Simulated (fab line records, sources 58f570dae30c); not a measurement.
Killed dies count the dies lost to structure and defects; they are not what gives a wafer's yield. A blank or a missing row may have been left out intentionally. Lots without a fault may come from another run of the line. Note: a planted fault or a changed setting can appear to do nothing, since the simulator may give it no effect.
fab line records	flow berkeleyCmos170	part 1 of 2: steps 1 to 26 of 36
[record] lots = 5	wafers = 15	lastDay = 12
route steps=331 shown M1@253 V1@254 M2@271
lots with no fault: from the same line, run without faults
startH: start of the lot's first displayed wafer, in hours after the record's first day	waitH: hours elapsed since this lot's preceding step	" unchanged from the row above	L1.1+2: a row that stands for several wafers	- value missing, or start not given	* or withheld: withheld	< > ~ a bound
route shown NAME@n: a module of which the file shows steps, and the number in the route of the first	usual: average and standard deviation across the fault-free wafers	same: alike in all rows	chamber/n: place in a boat	sites: each site's reading	_std_site: standard deviation of those values	_edge_site: outer sites' mean less inner sites'	radiusMm: for every site, how far away it sits from the centre of the wafer	mask NAME#n: copy n	behind: tool/chamber where the wafer was last shaped	hold: why the lot went on hold/how many hours it stayed there/how the hold came to an end	device: whichever transistor did not switch (one of n, p or np)	end of line: the same wafers' tests at the end of the route	for a step that has no rows: nothing shown but its recipe	killed: not the wafer's yield, but the dies lost to structure and defects at the first sort	map: a wafer's dies, x killed, . not, _ none there
set.NAME: setting as actually run; set.NAME@STEP: the setting as run at that earlier step	model.NAME: the simulator's own value behind a step, which no gauge read
lots at some steps of the route; a table a step, a row a wafer
services: from which hour (startH, from the record's first day; less than 0 if before it) a tool's chamber was out of use, for how many hours, and why
[[steps]]
[step UCB170_M1_ANNEAL_14]
[recipe] tempC = 400	timeS = 1200	ambient = formingGas
lot.wafer	tool	chamber	startH	waitH
L083.1+4+5	-	-	194.75	4.3
L086.2+4+6	-	-	226.54	5.4
L091.1+2+4	-	-	237.14	4.5
L093.1+3+6	-	-	253.05	3.3
L097.2+3+6	-	-	265.26	1.8
[step UCB170_V1_CVD_00]
[recipe] material = SiO2	targetThkNm = 2000	tempC = 390	precursor = TEOS/O2	timeS = 250	rfW = 550	pressureMtorr = 9000
[usual] heaterPowerW = 245/44	susceptorTempC = 389.98/0.21
lot.wafer	tool	chamber	startH	waitH	heaterPowerW	susceptorTempC
L083.1	pecvd-01	0	196.08	0.0	223	390.14
L083.4	"	1	"	"	184	389.77
L083.5	"	0	"	"	294	390.39
L086.2	pecvd-01	2	227.88	0.0	297	390.07
L086.4	"	1	"	"	189	390.22
L086.6	"	2	"	"	219	389.84
L091.1	pecvd-04	2	238.48	0.0	275	389.85
L091.2	"	1	"	"	311	389.97
L091.4	"	1	"	"	232	389.65
L093.1	pecvd-03	1	254.38	0.0	264	390.05
L093.3	"	0	"	"	235	389.68
L093.6	"	2	"	"	326	389.45
L097.2	pecvd-03	2	266.60	0.0	320	390.17
L097.3	"	1	"	"	247	390.08
L097.6	"	0	"	"	159	389.85
[step UCB170_V1_THK_MEAS_01]
[recipe] reads = SiO2_of_V1_CVD_00
[usual] V1_TEOS_THK = 2006/29
lot.wafer	tool	chamber	startH	waitH	V1_TEOS_THK[nm]
L083.1	filmMetro-04	-	196.24	0.1	2006
L083.4	"	-	"	"	1999
L083.5	"	-	"	"	2035
L086.2	filmMetro-01	-	228.04	0.1	2000
L086.4	"	-	"	"	2010
L086.6	"	-	"	"	1998
L091.1	filmMetro-03	-	238.63	0.1	1973
L091.2	"	-	"	"	1995
L091.4	"	-	"	"	2023
L093.1	filmMetro-04	-	254.54	0.1	2012
L093.3	"	-	"	"	2027
L093.6	"	-	"	"	2021
L097.2	filmMetro-04	-	266.78	0.1	1985
L097.3	"	-	"	"	2000
L097.6	"	-	"	"	2030
[step UCB170_V1_CMP_02]
[recipe] material = SiO2	downForcePsi = 6	platenRpm = 60	padVelocityMS = 0.75398
[usual] motorCurrentA = 15.9/1.8	slurryFilterDpKPa = 13.49/0.14
lot.wafer	tool	chamber	startH	waitH	motorCurrentA	slurryFilterDpKPa
L083.4	cmp-01	0	196.40	0.1	17.6	13.48
L083.1	"	1	"	"	14.2	13.26
L083.5	"	2	"	"	17.0	13.34
L086.2	cmp-02	0	228.14	0.1	15.8	13.66
L086.4	"	1	"	"	17.2	13.45
L086.6	"	0	"	"	16.8	13.54
L091.1	cmp-01	1	238.69	0.1	13.2	13.72
L091.2	"	2	"	"	16.4	13.64
L091.4	"	0	"	"	16.6	13.45
L093.1	cmp-02	0	254.65	0.1	15.2	13.46
L093.3	"	1	"	"	16.8	13.61
L093.6	"	0	"	"	15.7	13.50
L097.3	cmp-01	0	266.88	0.1	17.3	13.49
L097.2	"	2	"	"	16.1	13.64
L097.6	"	0	"	"	17.2	13.45
[step UCB170_V1_BOW_MEAS_03]
[recipe] mode = bow
[usual] V1_BOW = 20/7
lot.wafer	tool	chamber	startH	waitH	V1_BOW[um]
L083.1	filmMetro-01	-	196.60	0.1	16
L083.4	"	-	"	"	26
L083.5	"	-	"	"	12
L086.2	filmMetro-03	-	228.41	0.2	17
L086.4	"	-	"	"	29
L086.6	"	-	"	"	24
L091.1	filmMetro-01	-	238.99	0.2	26
L091.2	"	-	"	"	22
L091.4	"	-	"	"	17
L093.1	filmMetro-04	-	254.90	0.2	19
L093.3	"	-	"	"	19
L093.6	"	-	"	"	17
L097.2	filmMetro-03	-	267.15	0.1	18
L097.3	"	-	"	"	18
L097.6	"	-	"	"	24
[step UCB170_V1_THK_MEAS_04]
[recipe] reads = SiO2_of_V1_CVD_00
[usual] V1_POLISHED_THK = 1021.0/1.5
lot.wafer	tool	chamber	startH	waitH	V1_POLISHED_THK[nm]
L083.1	filmMetro-01	-	196.72	0.1	1019.7
L083.4	"	-	"	"	1020.4
L083.5	"	-	"	"	1021.2
L086.2	filmMetro-03	-	228.52	0.1	1019.5
L086.4	"	-	"	"	1018.7
L086.6	"	-	"	"	1019.9
L091.1	filmMetro-01	-	239.11	0.1	1019.4
L091.2	"	-	"	"	1022.0
L091.4	"	-	"	"	1022.2
L093.1	filmMetro-04	-	255.02	0.1	1019.9
L093.3	"	-	"	"	1021.5
L093.6	"	-	"	"	1019.9
L097.2	filmMetro-03	-	267.26	0.1	1019.8
L097.3	"	-	"	"	1020.3
L097.6	"	-	"	"	1020.3
[step UCB170_V1_CLEAN_05]
[recipe] chemistry = DIW
lot.wafer	tool	chamber	startH	waitH
L083.1+4+5	wetBench-04	1	196.78	0.1
L086.2+4+6	wetBench-02	2	228.57	0.0
L091.1+2+4	wetBench-04	1	239.17	0.1
L093.1+3+6	wetBench-03	1	255.08	0.1
L097.2+3+6	wetBench-03	3	267.47	0.2
[step UCB170_V1_HMDS_06]
[recipe] primeTimeS = 60	primeTempC = 100
[usual] chillPlateTempC = 23.02/0.12
lot.wafer	tool	chamber	startH	waitH	chillPlateTempC
L083.1	lithoTrack-02	0	197.39	0.4	22.99
L083.4	"	0	"	"	23.17
L083.5	"	0	"	"	23.17
L086.2	lithoTrack-01	0	229.01	0.3	22.98
L086.4	"	0	"	"	22.98
L086.6	"	0	"	"	23.06
L091.1	lithoTrack-01	0	240.06	0.7	23.05
L091.2	"	0	"	"	23.04
L091.4	"	0	"	"	22.93
L093.1	lithoTrack-02	0	255.25	0.0	23.17
L093.3	"	0	"	"	23.21
L093.6	"	0	"	"	23.11
L097.2	lithoTrack-04	0	267.67	0.0	22.93
L097.3	"	0	"	"	22.94
L097.6	"	0	"	"	22.89
[step UCB170_V1_COAT_07]
[recipe] resist = KrF	spinRpm = 1500	resistThkNm = 900
[usual] chillPlateTempC = 23.00/0.12
lot.wafer	tool	chamber	startH	waitH	chillPlateTempC
L083.1	lithoTrack-02	0	197.54	0.1	22.89
L083.4	"	0	"	"	23.19
L083.5	"	0	"	"	23.00
L086.2	lithoTrack-01	0	229.16	0.1	23.04
L086.4	"	0	"	"	22.98
L086.6	"	0	"	"	23.08
L091.1	lithoTrack-01	0	240.21	0.1	23.06
L091.2	"	0	"	"	22.97
L091.4	"	0	"	"	23.01
L093.1	lithoTrack-02	0	255.40	0.1	22.93
L093.3	"	0	"	"	22.83
L093.6	"	0	"	"	23.05
L097.2	lithoTrack-04	0	267.82	0.1	23.06
L097.3	"	0	"	"	23.03
L097.6	"	0	"	"	23.02
[step UCB170_V1_SOFTBAKE_08]
[recipe] resist = KrF	tempC = 130	timeS = 60
[usual] chillPlateTempC = 22.99/0.1	heaterPowerTotalW = 56.81/0.045
lot.wafer	tool	chamber	startH	waitH	chillPlateTempC	heaterPowerTotalW
L083.1	lithoTrack-02	0	197.69	0.1	23.09	56.71
L083.4	"	0	"	"	22.92	56.78
L083.5	"	0	"	"	23.08	56.73
L086.2	lithoTrack-01	0	229.31	0.1	23.06	56.77
L086.4	"	0	"	"	23.12	56.83
L086.6	"	0	"	"	23.01	56.81
L091.1	lithoTrack-01	0	240.36	0.1	23.06	56.83
L091.2	"	0	"	"	22.84	56.78
L091.4	"	0	"	"	22.79	56.85
L093.1	lithoTrack-02	0	255.55	0.1	23.12	56.83
L093.3	"	0	"	"	23.18	56.81
L093.6	"	0	"	"	23.04	56.81
L097.2	lithoTrack-04	0	267.97	0.1	23.02	56.74
L097.3	"	0	"	"	22.95	56.81
L097.6	"	0	"	"	22.92	56.76
[step UCB170_V1_EXPOSE_09]
[recipe] maskId = VIA1	targetCdNm = 700	na = 0.5	sigmaOuter = 0.6	sourceShape = conventional	doseMj = 37
[same] na = 0.5	sigmaOuter = 0.6
lot.wafer	tool	chamber	startH	waitH	mask
L083.1+4+5	krfScanner-01	0	197.84	0.1	VIA1#0
L086.2+4+6	krfScanner-01	0	229.58	0.2	VIA1#0
L091.1+2+4	krfScanner-01	0	240.64	0.2	VIA1#0
L093.1+3+6	krfScanner-02	0	255.83	0.2	VIA1#0
L097.2+3+6	krfScanner-01	0	268.24	0.2	VIA1#0
[step UCB170_V1_PEB_10]
[recipe] pebTempC = 130	pebTimeS = withheld	resist = KrF
[usual] chillPlateTempC = 23.01/0.11	heaterPowerTotalW = 56.80/0.042
lot.wafer	tool	chamber	startH	waitH	chillPlateTempC	heaterPowerTotalW
L083.1	lithoTrack-01	0	197.96	0.1	22.76	56.87
L083.4	"	0	"	"	22.79	56.92
L083.5	"	0	"	"	22.78	56.83
L086.2	lithoTrack-01	0	229.91	0.3	22.98	56.79
L086.4	"	0	"	"	22.90	56.88
L086.6	"	0	"	"	22.92	56.71
L091.1	lithoTrack-02	0	241.40	0.7	22.97	56.78
L091.2	"	0	"	"	22.89	56.89
L091.4	"	0	"	"	22.94	56.74
L093.1	lithoTrack-02	0	255.94	0.1	23.29	56.83
L093.3	"	0	"	"	23.11	56.77
L093.6	"	0	"	"	23.11	56.81
L097.2	lithoTrack-02	0	268.36	0.1	23.02	56.83
L097.3	"	0	"	"	22.91	56.83
L097.6	"	0	"	"	23.01	56.82
[step UCB170_V1_DEVELOP_11]
[recipe] developer = TMAH	developTimeS = 45	resist = KrF	devTempC = 21
[usual] chillPlateTempC = 23.00/0.12
lot.wafer	tool	chamber	startH	waitH	chillPlateTempC
L083.1	lithoTrack-01	0	-	-	23.16
L083.4	"	0	"	"	23.14
L083.5	"	0	"	"	23.24
L086.2	lithoTrack-01	0	-	-	23.06
L086.4	"	0	"	"	23.03
L086.6	"	0	"	"	23.00
L091.1	lithoTrack-02	0	-	-	23.14
L091.2	"	0	"	"	23.02
L091.4	"	0	"	"	22.98
L093.1	lithoTrack-02	0	-	-	22.98
L093.3	"	0	"	"	22.98
L093.6	"	0	"	"	23.17
L097.2	lithoTrack-02	0	-	-	22.91
L097.3	"	0	"	"	22.87
L097.6	"	0	"	"	22.98
[step UCB170_V1_CD_MEAS_12]
[recipe] targetCdNm = 700
[usual] cdNm = 700.0/1.6
lot.wafer	tool	chamber	startH	waitH	cdNm
L083.1	cdSem-01	-	198.23	-	698.0
L083.4	"	-	"	"	697.8
L083.5	"	-	"	"	698.7
L086.2	cdSem-02	-	230.18	-	697.2
L086.4	"	-	"	"	699.3
L086.6	"	-	"	"	698.3
L091.1	cdSem-02	-	241.67	-	698.7
L091.2	"	-	"	"	699.0
L091.4	"	-	"	"	698.2
L093.1	cdSem-01	-	256.22	-	696.3
L093.3	"	-	"	"	698.6
L093.6	"	-	"	"	698.4
L097.2	cdSem-02	-	268.63	-	701.2
L097.3	"	-	"	"	699.8
L097.6	"	-	"	"	700.2
[step UCB170_V1_OVL_MEAS_13]
[usual] V1_OVL = 2/5.6
lot.wafer	tool	chamber	startH	waitH	V1_OVL[nm]
L083.1	overlay-01	-	198.35	0.1	10
L083.4	"	-	"	"	10
L083.5	"	-	"	"	12
L086.2	overlay-01	-	230.29	0.1	-4
L086.4	"	-	"	"	-4
L086.6	"	-	"	"	-3
L091.1	overlay-01	-	241.79	0.1	13
L091.2	"	-	"	"	3
L091.4	"	-	"	"	11
L093.1	overlay-01	-	256.34	0.1	-6
L093.3	"	-	"	"	0
L093.6	"	-	"	"	3
L097.2	overlay-02	-	268.73	0.1	4
L097.3	"	-	"	"	-8
L097.6	"	-	"	"	-2
[step UCB170_V1_ETCH_14]
[recipe] chemistry = CHF3/CF4/Ar	target = SiO2	stopOn = Al	CHF3_flow_sccm = 45	cf4FlowSccm = 15	Ar_flow_sccm = 150	pressureMtorr = 200	rfW = 700	targetDepthA = 12500	overEtchFrac = 0.25	timeS = 291
[usual] cf4FlowSccm = 15.00/0.044	drypumpMotorCurrentA = 6.0/0.39	oesProductAu = 0.886/0.013	throttleValvePct = 6.91/0.11
lot.wafer	tool	chamber	startH	waitH	cf4FlowSccm	drypumpMotorCurrentA	oesProductAu	rfHoursCounterH	throttleValvePct
L083.1	rieDiel-04	2	198.39	0.0	14.97	5.3	0.897	23	6.98
L083.4	"	3	"	"	14.96	6.7	0.890	55	6.83
L083.5	"	0	"	"	15.02	6.5	0.904	-	6.79
L086.2	rieDiel-01	2	230.32	0.0	14.97	5.5	0.904	59	6.88
L086.4	"	3	"	"	14.97	6.0	0.897	5	6.98
L086.6	"	0	"	"	14.97	5.9	0.875	-	6.94
L091.1	rieDiel-02	3	241.83	0.0	15.04	6.4	0.860	5	6.76
L091.2	"	2	"	"	14.93	5.5	0.871	22	7.18
L091.4	"	1	"	"	14.91	5.6	0.896	10	6.80
L093.1	rieDiel-02	3	256.37	0.0	15.03	6.4	0.859	5	6.76
L093.3	"	0	"	"	14.97	5.7	0.888	108	6.91
L093.6	"	2	"	"	14.98	5.5	0.879	-	7.18
L097.2	rieDiel-04	0	268.76	0.0	15.00	6.5	0.905	39	6.78
L097.3	"	1	"	"	14.98	6.4	0.872	41	6.90
L097.6	"	1	"	"	15.09	6.4	0.877	-	6.90
[step UCB170_V1_STRIP_15]
[recipe] chemistry = O2	powerW = 400	pressureMtorr = 3500	platenTempC = withheld	o2FlowSccm = 400	overashFraction = 0.5
[usual] drypumpMotorCurrentA = 5.4/0.42	oesProductAu = 0.722/0.0045	stripTimeToEndpointS = 15.31/0.11
lot.wafer	tool	chamber	startH	waitH	drypumpMotorCurrentA	oesProductAu	rfHoursCounterH	stripTimeToEndpointS
L083.1	plasmaAsher-02	0	198.57	0.1	5.7	0.719	49	15.22
L083.4	"	0	"	"	5.7	0.726	-	15.49
L083.5	"	0	"	"	5.7	0.725	-	15.19
L086.2	plasmaAsher-04	0	230.49	0.1	5.7	0.724	44	15.31
L086.4	"	1	"	"	5.7	0.716	-	15.35
L086.6	"	0	"	"	5.7	0.718	-	15.25
L091.1	plasmaAsher-04	0	242.00	0.1	5.6	0.717	45	15.36
L091.2	"	1	"	"	5.8	0.725	45	15.17
L091.4	"	1	"	"	5.8	0.724	-	15.19
L093.1	plasmaAsher-04	0	256.55	0.1	5.6	0.724	47	15.45
L093.3	"	1	"	"	5.8	0.733	-	15.26
L093.6	"	1	"	"	5.7	0.720	-	15.34
L097.2	plasmaAsher-02	1	268.94	0.1	6.0	0.724	53	15.10
L097.3	"	1	"	"	6.0	0.718	-	15.42
L097.6	"	0	"	"	5.7	0.721	-	15.35
[step UCB170_V1_CD_MEAS_90]
[recipe] targetCdNm = 700
[usual] cdNm = 700.2/1.8
lot.wafer	tool	chamber	startH	waitH	cdNm
L083.1	cdSem-02	-	198.67	0.1	698.6
L083.4	"	-	"	"	698.0
L083.5	"	-	"	"	698.1
L086.2	cdSem-02	-	230.61	0.1	697.5
L086.4	"	-	"	"	697.7
L086.6	"	-	"	"	698.5
L091.1	cdSem-02	-	242.10	0.1	698.9
L091.2	"	-	"	"	698.3
L091.4	"	-	"	"	698.1
L093.1	cdSem-01	-	256.65	0.1	696.4
L093.3	"	-	"	"	697.1
L093.6	"	-	"	"	698.7
L097.2	cdSem-02	-	269.06	0.1	701.9
L097.3	"	-	"	"	700.8
L097.6	"	-	"	"	699.8
[step UCB170_M2_PRE_CLEAN_00]
[recipe] gas = Ar	precleanEtchTimeS = 60
lot.wafer	tool	chamber	startH	waitH
L083.1+4+5	pvdSputter-02	-	198.79	0.1
L086.2+4+6	pvdSputter-02	-	230.71	0.1
L091.1+2+4	pvdSputter-02	-	242.22	0.1
L093.1+3+6	pvdSputter-02	-	256.77	0.1
L097.2+3+6	pvdSputter-02	-	269.16	0.1
[step UCB170_M2_SPUTTER_01]
[recipe] material = Al	targetThkNm = 900	timeS = 120	powerW = 6000	chamberPressurePa = 0.5
[usual] throttleValvePct = 30.0/0.87
lot.wafer	tool	chamber	startH	waitH	throttleValvePct
L083.1	pvdSputter-02	-	198.85	0.0	29.2
L083.4	"	-	"	"	29.6
L083.5	"	-	"	"	29.1
L086.2	pvdSputter-02	-	230.78	0.0	28.9
L086.4	"	-	"	"	30.0
L086.6	"	-	"	"	28.9
L091.1	pvdSputter-02	-	242.29	0.0	29.1
L091.2	"	-	"	"	29.9
L091.4	"	-	"	"	30.0
L093.1	pvdSputter-02	-	256.84	0.0	29.9
L093.3	"	-	"	"	29.3
L093.6	"	-	"	"	29.2
L097.2	pvdSputter-02	-	269.23	0.0	30.2
L097.3	"	-	"	"	29.2
L097.6	"	-	"	"	29.5
[step UCB170_M2_RS_MEAS_02]
[recipe] thkMeasGauge = four-point-probe	reads = Al_of_M2_SPUTTER_01
[usual] M2_AL_RS = 0.0322/0.00036
lot.wafer	tool	chamber	startH	waitH	M2_AL_RS[ohm/sq]
L083.1	filmMetro-04	-	198.94	0.0	0.0318
L083.4	"	-	"	"	0.0322
L083.5	"	-	"	"	0.0318
L086.2	filmMetro-04	-	230.88	0.1	0.0320
L086.4	"	-	"	"	0.0318
L086.6	"	-	"	"	0.0316
L091.1	filmMetro-04	-	242.37	0.0	0.0323
L091.2	"	-	"	"	0.0321
L091.4	"	-	"	"	0.0320
L093.1	filmMetro-02	-	256.92	0.0	0.0314
L093.3	"	-	"	"	0.0316
L093.6	"	-	"	"	0.0316
L097.2	filmMetro-02	-	269.33	0.1	0.0318
L097.3	"	-	"	"	0.0319
L097.6	"	-	"	"	0.0318
[step UCB170_M2_THK_MEAS_03]
[recipe] thkMeasGauge = xrf	reads = Al_of_M2_SPUTTER_01
[usual] M2_AL_THK = 900/10
lot.wafer	tool	chamber	startH	waitH	M2_AL_THK[nm]
L083.1	filmMetro-04	-	199.06	0.1	917
L083.4	"	-	"	"	906
L083.5	"	-	"	"	919
L086.2	filmMetro-04	-	230.99	0.1	912
L086.4	"	-	"	"	912
L086.6	"	-	"	"	916
L091.1	filmMetro-04	-	242.49	0.1	896
L091.2	"	-	"	"	905
L091.4	"	-	"	"	910
L093.1	filmMetro-02	-	257.04	0.1	912
L093.3	"	-	"	"	915
L093.6	"	-	"	"	913
L097.2	filmMetro-02	-	269.44	0.1	903
L097.3	"	-	"	"	899
L097.6	"	-	"	"	908
[step UCB170_M2_HMDS_04]
[recipe] primeTimeS = 60	primeTempC = 100
[usual] chillPlateTempC = 23.01/0.11
lot.wafer	tool	chamber	startH	waitH	chillPlateTempC
L083.1	lithoTrack-01	0	199.51	0.4	23.07
L083.4	"	0	"	"	22.94
L083.5	"	0	"	"	22.77
L086.2	lithoTrack-04	0	231.07	0.1	22.91
L086.4	"	0	"	"	22.98
L086.6	"	0	"	"	23.19
L091.1	lithoTrack-04	0	243.52	1.0	22.84
L091.2	"	0	"	"	22.92
L091.4	"	0	"	"	22.93
L093.1	lithoTrack-04	0	257.10	0.1	23.23
L093.3	"	0	"	"	22.99
L093.6	"	0	"	"	23.08
L097.2	lithoTrack-03	0	269.52	0.1	22.96
L097.3	"	0	"	"	23.00
L097.6	"	0	"	"	23.04
[step UCB170_M2_COAT_05]
[recipe] resist = KrF	spinRpm = 1500	resistThkNm = 900
[usual] chillPlateTempC = 22.98/0.11
lot.wafer	tool	chamber	startH	waitH	chillPlateTempC
L083.1	lithoTrack-01	0	199.66	0.1	23.13
L083.4	"	0	"	"	23.02
L083.5	"	0	"	"	23.10
L086.2	lithoTrack-04	0	231.22	0.1	22.98
L086.4	"	0	"	"	22.90
L086.6	"	0	"	"	22.94
L091.1	lithoTrack-04	0	243.67	0.1	22.89
L091.2	"	0	"	"	22.99
L091.4	"	0	"	"	22.92
L093.1	lithoTrack-04	0	257.25	0.1	23.02
L093.3	"	0	"	"	22.97
L093.6	"	0	"	"	22.89
L097.2	lithoTrack-03	0	269.67	0.1	23.02
L097.3	"	0	"	"	22.94
L097.6	"	0	"	"	22.96
[step UCB170_M2_SOFTBAKE_06]
[recipe] resist = KrF	tempC = 130	timeS = 60
[usual] chillPlateTempC = 23.02/0.12	heaterPowerTotalW = 56.80/0.047
lot.wafer	tool	chamber	startH	waitH	chillPlateTempC	heaterPowerTotalW
L083.1	lithoTrack-01	0	199.81	0.1	23.00	56.84
L083.4	"	0	"	"	23.16	56.81
L083.5	"	0	"	"	23.18	56.82
L086.2	lithoTrack-04	0	231.37	0.1	23.05	56.80
L086.4	"	0	"	"	23.08	56.75
L086.6	"	0	"	"	22.93	56.77
L091.1	lithoTrack-04	0	243.82	0.1	23.18	56.88
L091.2	"	0	"	"	23.15	56.81
L091.4	"	0	"	"	23.15	56.77
L093.1	lithoTrack-04	0	257.40	0.1	22.89	56.80
L093.3	"	0	"	"	23.01	56.75
L093.6	"	0	"	"	22.98	56.78
L097.2	lithoTrack-03	0	269.82	0.1	22.92	56.79
L097.3	"	0	"	"	22.88	56.83
L097.6	"	0	"	"	23.07	56.80
[step UCB170_M2_STRIP_07]
[recipe] chemistry = O2	powerW = 400	pressureMtorr = 3500	platenTempC = withheld	o2FlowSccm = 400	overashFraction = 0.5
[usual] drypumpMotorCurrentA = 5.4/0.46	oesProductAu = 0.735/0.0043	stripTimeToEndpointS = 21.95/0.059
lot.wafer	tool	chamber	startH	waitH	drypumpMotorCurrentA	oesProductAu	rfHoursCounterH	stripTimeToEndpointS
L083.1	plasmaAsher-03	1	199.96	0.1	4.8	0.740	48	21.98
L083.4	"	0	"	"	5.1	0.736	-	22.00
L083.5	"	0	"	"	5.1	0.739	-	22.02
L086.2	plasmaAsher-01	0	231.49	0.1	5.9	0.733	13	21.95
L086.4	"	0	"	"	5.9	0.734	-	21.95
L086.6	"	1	"	"	5.9	0.730	-	22.00
L091.1	plasmaAsher-01	0	243.97	0.1	5.9	0.738	15	21.94
L091.2	"	1	"	"	6.0	0.734	15	21.89
L091.4	"	0	"	"	5.8	0.738	-	21.89
L093.1	plasmaAsher-03	1	257.55	0.1	4.8	0.737	55	21.98
L093.3	"	0	"	"	5.1	0.733	-	21.88
L093.6	"	0	"	"	5.1	0.734	-	21.92
L097.2	plasmaAsher-03	0	269.94	0.1	5.1	0.734	57	21.93
L097.3	"	0	"	"	5.1	0.730	-	21.92
L097.6	"	1	"	"	4.8	0.728	-	21.93
